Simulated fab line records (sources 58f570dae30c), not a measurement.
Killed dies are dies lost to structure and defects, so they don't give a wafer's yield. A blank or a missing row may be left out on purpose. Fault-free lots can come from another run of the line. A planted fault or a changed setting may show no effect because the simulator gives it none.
Problem report, 8D (eight disciplines) form, completed by code :: flow berkeley_cmos170 :: the parts of the form that need people (team, actions taken, sign-off) are left out

1. THE ISSUE
UCB170_CONTACT_ETCH_17, chamber_pressure_mTorr: mean 44.987 mTorr over 1 wafer from 1 lot; wafers with no fault: 29.997 mTorr, standard deviation 0.024. That is +99 or more standard deviations from the usual mean.
The step: etches BARC in N2/H2.
The first sign was on wafer L740.6 at day 10 06:22, on rie_diel-04. At this step, 39 wafers from 13 lots have a number in the record. Rule for "out", or "out of limits": more than 4 standard deviations from the usual mean. All remaining wafers that have a number are taken as sound.

2. WHAT IT IS, WHAT IT ISN'T
question: which readings at this step
is: chamber_pressure_mTorr
is not: drypump_motor_current_A, n2_flow_sccm, throttle_valve_pct

question: which lots
is: L740
is not: L731, L732, L733, L735, L736, L739, L743, L745, L746, L752, L753, L754

question: which wafers of those lots
is: L740.6
is not: L740.1, L740.5

question: read on which tools
is: rie_diel-04
is not: rie_diel-01, rie_diel-03

question: when
is: from day 10 06:22
is not: up to then (17 sound wafers); but 21 sound wafers of L739, L743, L745, L746, L752, L753, L754 came after

3. SUSPECTS, AND WHAT RULES EACH OUT
Counting: if a tool at a process step up to the reading ran every lot that is out, it stays a suspect. Sound lots after the first of them don't rule it out here, since some wafers of a struck lot are sound.
- plasma_asher-01 at UCB170_PLDD_STRIP_10 (strips in O2): kept. It processed L740, the lot that is out, at day 9 11:01, and its most recent sound lot before then was L732 at day 8 02:56.
- rie_diel-04 at UCB170_CONTACT_ETCH_17 (etches BARC in N2/H2): kept. It processed L740, the lot that is out, at day 10 06:22, and its most recent sound lot before then was L736 at day 9 10:34. Its own readings are out on those wafers: chamber_pressure_mTorr.
- The sound lot-mates ran in chamber 1 of plasma_asher-01 at UCB170_PLDD_STRIP_10, but the wafers that are out ran in chamber 0.
- At UCB170_CONTACT_ETCH_17, inside rie_diel-04: chamber 2 took the wafers that are out, while their sound lot-mates went through chambers 1, 3.
After counting, plasma_asher-01 at UCB170_PLDD_STRIP_10 and rie_diel-04 at UCB170_CONTACT_ETCH_17 remain.

4. THE CAUSE (what the simulator had put in)
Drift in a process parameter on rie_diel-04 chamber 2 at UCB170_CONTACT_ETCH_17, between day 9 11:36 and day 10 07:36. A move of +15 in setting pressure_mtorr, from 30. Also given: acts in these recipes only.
This tool is one of the 2 suspects left after counting.

5. THE EFFECT CHAIN, in route order
Rows list readings where the struck wafers' mean (over those with a number) sits beyond 3 standard deviations from the usual. Scope: only readings with a usual standard deviation given in the record; hours: median across lots of the time from each lot's start at the first step in this table that gives one to its start at this step; sigmas: change in usual standard deviations.
hours: 0
step: UCB170_CONTACT_ETCH_17
reading: chamber_pressure_mTorr
usual: 29.997 mTorr
on struck wafers: 44.987
change: +14.990
sigmas: +99 or more
It contains these process steps:
- UCB170_CONTACT_ETCH_17: etches BARC in N2/H2.
At these later measuring or inspecting steps, every struck wafer for which the step has a row has a number for every such reading, and none has moved that far: UCB170_M1_RS_MEAS_01.

6. WHAT WOULD HAVE CAUGHT IT SOONER
First out-of-limits reading in this record: day 10 06:22, which is 19 hours after fault onset at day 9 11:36.
